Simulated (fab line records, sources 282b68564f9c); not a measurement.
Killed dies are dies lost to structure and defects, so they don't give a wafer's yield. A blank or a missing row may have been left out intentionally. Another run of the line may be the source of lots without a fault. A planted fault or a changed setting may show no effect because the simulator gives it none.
A struck lot beside a sound one :: flow ritCmos :: 17 steps out of a route of 202
Sound: wafers L851.2, L851.3, L851.4. Wafers struck: L858.1, L858.2, L858.3. The cause is given at the end.
Each step with rows lists, per side, the tool, then ch with its chambers, then its first start. Under that, the readings that differ: sound wafers :: struck wafers :: difference of the means :: sigmas: that difference in standard deviations of wafers without a fault.
alike: words and numbers the same on both sides, and readings whose means are apart by under 2 such deviations; not compared: readings that were withheld, readings missing a value for some wafer, numbers with overlapping values and no deviation given by the record, and bounds like >300 which may hide the same value.
Wherever a step has rows on one side only, a row that says differs or no value, or a row with sigmas, the two part there. Non-overlapping numbers with no deviation appear without sigmas and do not part them. A reading that every wafer of one side lacks parts them only if that side has two wafers or more.

first, 4 steps without rows for these wafers: RIT_NLDD_SOFTBAKE_02 (time 60 s); RIT_NLDD_EXPOSE_03 (exposes mask M7, target cd 40700 nm); RIT_NLDD_PEB_04; RIT_NLDD_DEVELOP_05 (develop time 50 s).
RIT_NLDD_OVL_MEAS_06:
  struck on overlay-02, day 5 02:28; sound on overlay-01, day 3 12:56
  alike: NLDD_OVL
then, 2 steps without rows for these wafers: RIT_NLDD_HARDBAKE_07 (time 60 s); RIT_NLDD_IMPLANT_08.
RIT_NLDD_STRIP_09: strips in O2, time 180 s.
  sound on plasmaAsher-02 ch 0,1, day 3 13:16; struck on plasmaAsher-01 ch 0,1, day 5 02:49
  alike: drypumpMotorCurrentA
  not compared: rfHoursCounterH
RIT_NLDD_TW_MEAS_10:
  struck on filmMetro-02, day 5 02:59; sound on filmMetro-04, day 3 13:27
  alike: NLDD_TW
then, 3 steps without rows for these wafers: RIT_PLDD_HMDS_00 (prime time 60 s); RIT_PLDD_COAT_01 (resist thk 1000 nm); RIT_PLDD_SOFTBAKE_02 (time 60 s).
RIT_PLDD_EXPOSE_03: exposes mask M8, target cd 40900 nm.
  sound on ilineStepper-01 ch 0, day 3 13:59; struck on ilineStepper-01 ch 0, day 5 03:37
reading: model.PLDD.overlayXNm (nm)
sound: 0.6276 0.6276 0.6276
struck: -150.3 -150.3 -150.3
difference: -150.9
sigmas: 
  alike: mask, exposureDoseMJCm2
then, 2 steps without rows for these wafers: RIT_PLDD_PEB_04; RIT_PLDD_DEVELOP_05 (develop time 50 s).
RIT_PLDD_OVL_MEAS_06:
  struck on overlay-02, day 5 04:13; sound on overlay-02, day 3 14:22
reading: PLDD_OVL (nm)
sound: 1.5 -0.5 0.2
struck: -149.4 -149.2 -148.4
difference: -149.4
sigmas: -99 or more
  not compared: hold
RIT_M1_PROBE_99:
  sound wafers here have rows in the record (prober-01, day 4 04:32); struck ones have none

== WHERE THEY PART ==
Earliest at RIT_PLDD_OVL_MEAS_06; latest, in this record, at RIT_M1_PROBE_99.

WHY: whatever the simulator had introduced
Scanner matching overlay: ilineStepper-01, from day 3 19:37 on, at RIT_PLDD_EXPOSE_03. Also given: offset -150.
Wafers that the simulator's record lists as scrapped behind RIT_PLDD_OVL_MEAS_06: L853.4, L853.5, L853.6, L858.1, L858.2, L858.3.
